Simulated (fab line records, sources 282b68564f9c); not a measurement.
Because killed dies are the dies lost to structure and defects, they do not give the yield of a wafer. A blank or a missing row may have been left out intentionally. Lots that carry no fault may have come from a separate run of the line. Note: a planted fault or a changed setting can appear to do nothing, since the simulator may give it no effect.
Struck lot and sound lot, side by side | flow rit-cmos | 25 out of 202 route steps
Sound: these wafers, L709.2, L709.4, L709.5. Struck: wafers L713.1, L713.2, L713.6. The cause comes at the end.
Order at every step that has rows: each side's tool, ch and its chambers, its first start. Under that, the readings that differ: sound wafers | struck wafers | difference of the means | sigmas: that difference in standard deviations of wafers without a fault.
alike: readings with means less than 2 such deviations apart, plus words and numbers identical on both sides. not compared: withheld readings, readings lacking a value on some wafer, bounds such as >300 that could conceal the same value, and numbers that have no deviation in the record and whose values overlap.
The two part at a step that has a row with sigmas, a row that says differs or no value, or rows on one side only. When numbers do not overlap yet have no deviation, they are printed without sigmas and do not part them. Lack of a reading on every wafer of one side parts them only where that side has two or more wafers.

first, 1 step without rows for these wafers: RIT_PRETRO_IMPLANT_08.
RIT_PRETRO_STRIP_09: strips in O2, time 180 s.
  sound on plasma-asher-01 ch 0,1, day 3 09:31; struck on plasma-asher-02 ch 0,1, day 4 04:41
  alike: drypump-motor-current-A
  not compared: rf-hours-counter-h
RIT_PRETRO_TW_MEAS_10:
  struck on film-metro-01, day 4 04:52; sound on film-metro-02, day 3 09:43
  alike: PRETRO_TW
then, 5 steps without rows for these wafers: RIT_GATE_WET_ETCH_00 (etches SiO2 in BOE, target depth 56 nm, time 60 s); RIT_GATE_CLEAN_01 (cleans in SC1, time 600 s); RIT_GATE_CLEAN_02 (cleans in dHF, time 30 s); RIT_GATE_CLEAN_03 (cleans in SC2, time 600 s); RIT_GATE_CLEAN_04 (cleans in dHF, time 60 s).
RIT_FOX2_THK_MEAS_91:
  struck on film-metro-04, day 4 05:20; sound on film-metro-04, day 3 10:11
  alike: FIELD_OXIDE_LEFT_2_THK
then, 2 steps without rows for these wafers: RIT_GATE_OXIDATION_05 (target thk 3 nm, ox time 270 s); RIT_GATE_ANNEAL_06 (time 600 s).
RIT_GATE_THK_MEAS_07:
  struck on film-metro-02, day 4 06:43; sound on film-metro-03, day 3 11:50
  alike: GATE_OXIDE_THK
RIT_GATE_CVD_08: deposits poly-Si from SiH4, target thk 250 nm, time 2220 s.
  sound on lpcvd-02 ch 1, day 3 11:53; struck on lpcvd-02 ch 1, day 4 06:47
  reading                                  | sound                | struck               | difference | sigmas
  spike-tc-centre-C (C)                    | 613.8 610.5 611.6    | 626.0 626.9 627.2    | +14.7      | +13
  spike-tc-load-C (C)                      | 635.9 635.0 634.8    | 649.0 649.0 649.2    | +13.8      | +6
  spike-tc-source-C (C)                    | 632.2 631.7 630.2    | 644.9 644.8 646.5    | +14.0      | +6
  susceptor-temp-C (C)                     | 609.73 609.62 610.06 | 624.58 624.18 624.62 | +14.66     | +54
  model.poly-Si_of_GATE_CVD_08.thk-nm (nm) | 244.9 244.3 246.3    | 346.7 349.8 348      | +103.0     |
RIT_GATE_THK_MEAS_09:
  struck on film-metro-02, day 4 08:24; sound on film-metro-03, day 3 13:30
  reading            | sound             | struck            | difference | sigmas
  GATE_POLY_THK (nm) | 244.8 244.2 246.4 | 346.8 349.9 347.9 | +103.1     | +47
then, 6 steps without rows for these wafers: RIT_GATE_HMDS_10 (prime time 60 s); RIT_GATE_COAT_11 (resist thk 850 nm); RIT_GATE_SOFTBAKE_12 (time 60 s); RIT_GATE_EXPOSE_13 (exposes mask M6, target cd 150 nm); RIT_GATE_PEB_14; RIT_GATE_DEVELOP_15 (develop time 50 s).
RIT_GATE_CD_MEAS_16: the cd target is 150 nm.
  struck on cd-sem-01, day 4 09:19; sound on cd-sem-02, day 3 14:25
  alike: cd-nm
RIT_GATE_OVL_MEAS_17:
  struck on overlay-01, day 4 09:26; sound on overlay-02, day 3 14:32
  alike: GATE_OVL
then, 1 step without rows for these wafers: RIT_GATE_HARDBAKE_18 (time 60 s).
RIT_GATE_ETCH_19: etches poly-Si in SF6/CHF3/O2, stops on SiO2, time 165 s, target depth 312.5 nm.
  sound on rie-si-02 ch 1,3, day 3 14:43; struck on rie-si-02 ch 0,1, day 4 09:37
  reading                          | sound             | struck            | difference | sigmas
  oes-product-au (a.u.)            | 0.833 0.829 0.825 | 1.011 1.018 1.008 | +0.183     | +11
  model.etch.depth-nm (nm)         | 244.9 244.3 246.3 | 319.2 316.6 321   | +73.8      |
  model.GATE.feature-depth-nm (nm) | 244.9 244.3 246.3 | 319.2 316.6 321   | +73.8      |
  alike: drypump-motor-current-A, throttle-valve-pct
  not compared: rf-hours-counter-h
RIT_GATE_STRIP_20: strips in O2, time 180 s.
  sound on plasma-asher-03 ch 0, day 3 14:49; struck on plasma-asher-03 ch 0,1, day 4 09:44
  alike: drypump-motor-current-A
  not compared: rf-hours-counter-h

WHERE THEY PART
Earliest at RIT_GATE_CVD_08; latest, in this record, at RIT_GATE_ETCH_19. Later steps at which nothing parts them and some readings are alike: RIT_GATE_STRIP_20.

WHY: the cause the simulator had injected
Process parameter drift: lpcvd-02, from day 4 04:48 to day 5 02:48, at RIT_GATE_CVD_08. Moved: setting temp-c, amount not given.
